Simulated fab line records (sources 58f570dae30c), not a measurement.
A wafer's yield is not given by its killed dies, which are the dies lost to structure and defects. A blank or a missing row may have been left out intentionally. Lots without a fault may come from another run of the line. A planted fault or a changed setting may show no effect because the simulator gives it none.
One fault through the eyes of 2 desks	flow berkeleyCmos170	every desk sees just its own numbers, and what lay behind them comes last

== FROM THE METROLOGY DESK ==
Means of the sampled wafers that have a number, per lot and without regard to the tool the lot ran on: this is what the gauges read. The brackets show how far a lot's mean lies from the usual mean; more than 4 standard deviations puts the lot out of limits, marked OUT.
Columns: A = PWELL_TW at UCB170_PWELL_TW_MEAS_17, usual 379
lot	first seen here	A
L228	day 3 02:11	374
L229	day 3 09:21	382
L234	day 4 08:30	374
L233	day 4 09:13	373
L232	day 4 11:31	355 (-7.1) OUT
L235	day 4 12:19	360 (-5.7) OUT
L241	day 5 11:18	382
L242	day 5 19:17	380
L244	day 6 06:19	378
L243	day 6 06:36	378
L249	day 7 04:52	379
L247	day 7 04:54	376
L250	day 7 14:02	381
L251	day 7 16:11	376
This desk finds L232, L235 out of limits, with the earliest case on L232 at day 4 11:31 (PWELL_TW at UCB170_PWELL_TW_MEAS_17). L228, L229, L234, L233, L241, L242, L244, L243, L249, L247, L250, L251: within limits.

== AT THE TOOL OWNER'S DESK: implanter-03 ==
For each lot that ran on this tool, the mean over its sampled wafers that have a number, from the tool's own readings at UCB170_PWELL_IMPLANT_15. The brackets show how far a lot's mean lies from the usual mean; more than 4 standard deviations puts the lot out of limits, marked OUT.
Columns: A = doseIonsCm2 at UCB170_PWELL_IMPLANT_15, usual 5e+12; B = faradayCurrentUA at UCB170_PWELL_IMPLANT_15, usual 15.88
lot	first seen here	A	B
L233	day 4 08:58	5e+12	15.85
L232	day 4 11:17	4e+12 (-99 or more) OUT	13.16 (-9.4) OUT
L235	day 4 12:05	4e+12 (-99 or more) OUT	13.29 (-8.9) OUT
Finding of this desk: L232, L235 out of limits; the first was L232 at day 4 11:17, on doseIonsCm2 at UCB170_PWELL_IMPLANT_15. L233: within limits.

== PUT TOGETHER ==
The tool owner's desk could have raised an alarm at day 4 11:17, on L232, L235.
The metrology desk could have raised an alarm at day 4 11:31, on L232, L235.
On implanter-03, each named lot ran UCB170_PWELL_IMPLANT_15.

== WHAT THE SIMULATOR PUT IN ==
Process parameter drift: implanter-03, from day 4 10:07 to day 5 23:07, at UCB170_PWELL_IMPLANT_15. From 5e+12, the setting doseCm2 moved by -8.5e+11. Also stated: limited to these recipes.
Struck lots among those shown: L232, L235.
Counting hours from when the fault started, the first reading out of limits came at 1 for the tool owner's desk and at 1 for the metrology desk.
